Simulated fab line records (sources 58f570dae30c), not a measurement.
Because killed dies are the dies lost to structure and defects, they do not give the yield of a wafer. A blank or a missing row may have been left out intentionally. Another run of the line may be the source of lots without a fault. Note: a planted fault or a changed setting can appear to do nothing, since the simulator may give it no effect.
fab line records + flow berkeley-cmos170
[record]
- lots = 14
- wafers = 42
- last-day = 13
route steps=331 shown PWELL@49
lots untouched by any fault: they come from a run of this same line in which no faults occurred
start-h: the number of hours between the record's first day and the start of the first shown wafer of the lot + wait-h: hours elapsed since this lot's preceding step + " identical to the entry in the row above + L1.1+2: a single row standing in for several wafers + - value missing, or start not given + * or withheld: withheld + < > ~ a bound
route shown NAME@n: NAME is a module with steps in the file, n the number in the route of the first one + usual: average and standard deviation across the fault-free wafers + same: alike in all rows + chamber/n: place in a boat + sites: readings site by site + _std_site: their standard deviation + _edge_site: the outer-site mean with the inner-site mean subtracted + radius-mm: for every site, how far away it sits from the centre of the wafer + mask NAME#n: copy n + behind: the last tool/chamber to shape the wafer + hold: the reason the lot was held/the length of the hold in hours/how it ended + device: transistor that didn't switch, given as n, p or np + end of line: the tests these same wafers got at the end of their route + for a step that has no rows: nothing shown but its recipe + killed: the dies lost at the first sort to structure and to defects; this is not the yield of the wafer + map: a wafer's dies, x killed, . not, _ none there
set.NAME: the setting the step ran with; set.NAME@STEP: the setting that earlier step ran with + model.NAME: the simulator's own value behind a step, which no gauge read
steps of the route over a sample of lots; a table a step, a row a wafer
services: a tool's chamber out of use, with start hour (start-h, from the record's first day; less than 0 if before it), hours out, and reason
[[steps]]
[step UCB170_PWELL_IMPLANT_15]
[recipe]
- species = B
- dose-cm2 = 5e+12
- energy-kev = 60
- tilt-deg = 7
[usual]
- dose-ions-cm2 = 5e+12/5.6e+09
- faraday-current-uA = 15.9/0.31
| lot.wafer | tool         | chamber | start-h | wait-h | dose-ions-cm2 | faraday-current-uA |
|-----------|--------------|---------|---------|--------|---------------|--------------------|
| L316.1    | implanter-03 | 0       | 58.73   | 0.1    | 4.999e+12     | 15.9               |
| L316.2    | "            | 0       | "       | "      | 5.003e+12     | 16.0               |
| L316.5    | "            | 0       | "       | "      | 4.999e+12     | 16.1               |
| L318.2    | implanter-03 | 0       | 66.07   | 0.1    | 4.997e+12     | 15.8               |
| L318.3    | "            | 0       | "       | "      | 4.999e+12     | 16.2               |
| L318.6    | "            | 0       | "       | "      | 5.001e+12     | 15.7               |
| L317.1    | implanter-04 | 0       | 66.11   | 0.1    | 5.005e+12     | 15.8               |
| L317.4    | "            | 0       | "       | "      | 4.996e+12     | 16.2               |
| L317.6    | "            | 0       | "       | "      | 5.001e+12     | 15.9               |
| L321.1    | implanter-03 | 0       | 80.42   | 0.1    | 4.995e+12     | 15.8               |
| L321.3    | "            | 0       | "       | "      | 5.001e+12     | 15.6               |
| L321.4    | "            | 0       | "       | "      | 5.009e+12     | 15.6               |
| L320.1    | implanter-04 | 0       | 80.69   | 0.1    | 4.998e+12     | 16.0               |
| L320.2    | "            | 0       | "       | "      | 5.01e+12      | 16.7               |
| L320.6    | "            | 0       | "       | "      | 4.998e+12     | 15.9               |
| L322.1    | implanter-04 | 0       | 91.42   | 0.1    | 5.007e+12     | 16.1               |
| L322.2    | "            | 0       | "       | "      | 4.997e+12     | 15.9               |
| L322.4    | "            | 0       | "       | "      | 4.985e+12     | 15.6               |
| L326.1    | implanter-02 | 0       | 108.72  | 0.1    | 5.525e+12     | 17.3               |
| L326.4    | "            | 0       | "       | "      | 5.523e+12     | 17.2               |
| L326.6    | "            | 0       | "       | "      | 5.523e+12     | 17.9               |
| L327.1    | implanter-02 | 0       | 118.75  | 0.1    | 5.53e+12      | 17.6               |
| L327.3    | "            | 0       | "       | "      | 5.522e+12     | 17.7               |
| L327.6    | "            | 0       | "       | "      | 5.528e+12     | 17.8               |
| L331.1    | implanter-04 | 0       | 132.02  | 0.1    | 5.005e+12     | 16.3               |
| L331.2    | "            | 0       | "       | "      | 5.006e+12     | 15.9               |
| L331.3    | "            | 0       | "       | "      | 5.005e+12     | 16.5               |
| L332.2    | implanter-04 | 0       | 132.30  | 0.1    | 5e+12         | 15.8               |
| L332.4    | "            | 0       | "       | "      | 4.995e+12     | 15.5               |
| L332.5    | "            | 0       | "       | "      | 5e+12         | 15.9               |
| L335.3    | implanter-04 | 0       | 156.01  | 0.1    | 4.986e+12     | 16.3               |
| L335.4    | "            | 0       | "       | "      | 4.985e+12     | 15.4               |
| L335.6    | "            | 0       | "       | "      | 5.003e+12     | 16.2               |
| L336.2    | implanter-04 | 0       | 156.21  | 0.1    | 4.996e+12     | 16.2               |
| L336.3    | "            | 0       | "       | "      | 4.987e+12     | 16.0               |
| L336.6    | "            | 0       | "       | "      | 4.991e+12     | 14.9               |
| L337.1    | implanter-03 | 0       | 163.62  | 0.1    | 5.003e+12     | 15.7               |
| L337.4    | "            | 0       | "       | "      | 5.005e+12     | 16.3               |
| L337.5    | "            | 0       | "       | "      | 4.999e+12     | 16.0               |
| L339.4    | implanter-04 | 0       | 173.03  | 0.1    | 5.002e+12     | 15.9               |
| L339.5    | "            | 0       | "       | "      | 4.997e+12     | 16.3               |
| L339.6    | "            | 0       | "       | "      | 5.008e+12     | 16.1               |
[step UCB170_PWELL_TW_MEAS_17]
[usual]
- PWELL_TW = 381.3/2.3
| lot.wafer | tool          | chamber | start-h | wait-h | PWELL_TW |
|-----------|---------------|---------|---------|--------|----------|
| L316.1    | film-metro-04 | -       | 58.98   | 0.1    | 378.0    |
| L316.2    | "             | -       | "       | "      | 377.1    |
| L316.5    | "             | -       | "       | "      | 377.3    |
| L318.2    | film-metro-03 | -       | 66.30   | 0.1    | 383.0    |
| L318.3    | "             | -       | "       | "      | 385.9    |
| L318.6    | "             | -       | "       | "      | 383.9    |
| L317.1    | film-metro-01 | -       | 66.36   | 0.1    | 384.0    |
| L317.4    | "             | -       | "       | "      | 383.4    |
| L317.6    | "             | -       | "       | "      | 385.0    |
| L321.1    | film-metro-04 | -       | 80.67   | 0.1    | 379.2    |
| L321.3    | "             | -       | "       | "      | 378.5    |
| L321.4    | "             | -       | "       | "      | 381.7    |
| L320.1    | film-metro-01 | -       | 80.94   | 0.1    | 382.4    |
| L320.2    | "             | -       | "       | "      | 383.2    |
| L320.6    | "             | -       | "       | "      | 383.4    |
| L322.1    | film-metro-03 | -       | 91.67   | 0.1    | 382.1    |
| L322.2    | "             | -       | "       | "      | 380.4    |
| L322.4    | "             | -       | "       | "      | 380.8    |
| L326.1    | film-metro-01 | -       | 108.97  | 0.1    | 392.3    |
| L326.4    | "             | -       | "       | "      | 391.4    |
| L326.6    | "             | -       | "       | "      | 388.5    |
| L327.1    | film-metro-04 | -       | 119.00  | 0.1    | 391.5    |
| L327.3    | "             | -       | "       | "      | 392.1    |
| L327.6    | "             | -       | "       | "      | 391.8    |
| L331.1    | film-metro-03 | -       | 132.27  | 0.1    | 381.5    |
| L331.2    | "             | -       | "       | "      | 382.3    |
| L331.3    | "             | -       | "       | "      | 383.5    |
| L332.2    | film-metro-04 | -       | 132.53  | 0.1    | 378.6    |
| L332.4    | "             | -       | "       | "      | 380.2    |
| L332.5    | "             | -       | "       | "      | 379.0    |
| L335.3    | film-metro-03 | -       | 156.23  | 0.1    | 383.7    |
| L335.4    | "             | -       | "       | "      | 385.5    |
| L335.6    | "             | -       | "       | "      | 383.7    |
| L336.2    | film-metro-03 | -       | 156.44  | 0.1    | 382.4    |
| L336.3    | "             | -       | "       | "      | 383.7    |
| L336.6    | "             | -       | "       | "      | 383.0    |
| L337.1    | film-metro-01 | -       | 163.87  | 0.1    | 382.5    |
| L337.4    | "             | -       | "       | "      | 384.2    |
| L337.5    | "             | -       | "       | "      | 384.7    |
| L339.4    | film-metro-04 | -       | 173.24  | 0.1    | 380.1    |
| L339.5    | "             | -       | "       | "      | 380.4    |
| L339.6    | "             | -       | "       | "      | 377.6    |
[[services]]
| tool         | chamber | start-h | hours | kind   |
|--------------|---------|---------|-------|--------|
| implanter-02 | -       | 57.86   | 3.7   | pm     |
| implanter-03 | -       | 100.41  | 1.3   | repair |
| implanter-02 | -       | 111.50  | 1.7   | repair |
| implanter-02 | -       | 140.73  | 2.4   | repair |
| implanter-03 | -       | 151.07  | 5.1   | pm     |
| implanter-02 | -       | 165.94  | 20.3  | pm     |
[[key]]
[first-sign]
- step = UCB170_PWELL_IMPLANT_15
- reading = dose-ions-cm2
- direction = up
- sigmas = 94
- usual = 5e+12
- struck = 5.525e+12
[effect]
- step = UCB170_PWELL_IMPLANT_15
- reading = faraday-current-uA
- direction = up
- sigmas = 5.5
- usual = 15.9
- struck = 17.6
[effect]
- step = UCB170_PWELL_TW_MEAS_17
- reading = PWELL_TW
- direction = up
- sigmas = 4.3
- usual = 381.3
- struck = 391.3
met-at UCB170_PWELL_IMPLANT_15
struck-lots L326,L327
tester-left-out L326,L327
[fault]
- kind = process-parameter-drift
- tool = implanter-02
- chamber = -
- onset-h = 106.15
- steps = UCB170_PWELL_IMPLANT_15
- channel = dose-cm2
- offset = 5.257e+11
- shape = step
- end-h = 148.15
- acts-in = these-recipes-only
- stated = 5e+12
// tester-left-out: of these lots the tester's yield and bins aren't shown, on N5 and GAA mostly nor the transistor test; their killed dies are dies lost to structure and defects alone, not to doping, threshold or leakage, so they don't give the yield
